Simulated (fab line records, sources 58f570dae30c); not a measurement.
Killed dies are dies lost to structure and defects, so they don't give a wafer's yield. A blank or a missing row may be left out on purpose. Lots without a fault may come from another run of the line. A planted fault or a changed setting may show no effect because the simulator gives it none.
Problem report in the 8D (eight disciplines) form, filled by code | flow berkeley_cmos170 | the parts of the form that need people (team, actions taken, sign-off) are left out

1. THE PROBLEM
ACTIVE_OXIDE_THK at UCB170_ACTIVE_THK_MEAS_03 reads a mean of 37.9 nm on 9 wafers of 3 lots; wafers without a fault read 26.4 nm with a standard deviation of 0.52. That is +22 standard deviations from the usual mean.
First seen on wafer L648.3, day 8 03:32, on film_metro-01. The record holds 45 wafers of 15 lots with a number at this step. Rule for "out", or "out of limits": more than 4 standard deviations from the usual mean. The other wafers with a number count as sound.

2. WHAT IT IS AND WHAT IT IS NOT
question                    | is                                          | is not
which readings at this step | ACTIVE_OXIDE_THK                            | -
which lots                  | L648, L649, L650                            | L631, L634, L635, L636, L637, L638, L640, L641, L642, L643, L644, L654
which wafers of those lots  | all that have a number                      | -
read on which gauges        | film_metro-01, film_metro-03, film_metro-04 | -
when                        | from day 8 03:32                            | up to then (33 sound wafers); but 3 sound wafers of L654 came after

3. SUSPECTS, AND WHAT RULES EACH OUT
Counting: a tool at a process step up to the reading stays a suspect if it ran every lot that is out and no sound lot after the first of them.
- the gauge at UCB170_ACTIVE_THK_MEAS_03: ruled out. The wafers that are out were read on 3 gauges (film_metro-01, film_metro-03, film_metro-04).
- furnace-02 at UCB170_ACTIVE_OXIDATION_02 (target thk 26.4 nm, ox time 1260 s): kept. It ran every lot that is out, first L648 (day 8 02:10), and no sound lot after that; its last sound lot up to then is L642 (day 7 02:53).
Left after counting: furnace-02 at UCB170_ACTIVE_OXIDATION_02.

4. THE CAUSE (what the simulator had put in)
Process parameter drift: furnace-02, from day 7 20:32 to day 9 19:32, at UCB170_ACTIVE_OXIDATION_02. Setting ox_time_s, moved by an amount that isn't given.
Counting left only this tool.

5. THE CHAIN OF EFFECTS, in route order
Each row: a reading whose mean over the struck wafers that have a number lies more than 3 standard deviations from the usual. Only readings for which the record gives a usual standard deviation are gone through. hours: the time from each lot's start at the first step in this table that gives one to its start at this step, as a median over the lots. sigmas: the change in usual standard deviations.
hours | step                      | reading          | usual   | on struck wafers | change | sigmas
0     | UCB170_ACTIVE_THK_MEAS_03 | ACTIVE_OXIDE_THK | 26.4 nm | 37.9             | +11.5  | +22

6. WHAT WOULD HAVE CAUGHT IT SOONER
In this record the first reading out of limits at a measuring or inspecting step was taken at day 8 03:32, 7 hours after the fault began at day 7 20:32.
Of the tool readings at UCB170_ACTIVE_OXIDATION_02 for which the record gives a usual standard deviation, none was out on any struck wafer, so an alarm limit of 4 standard deviations on them would not have fired.
All the lots that are out (3) had begun UCB170_ACTIVE_OXIDATION_02 on furnace-02 by day 8 03:32. A hold on the tool at that time would have spared none of them.
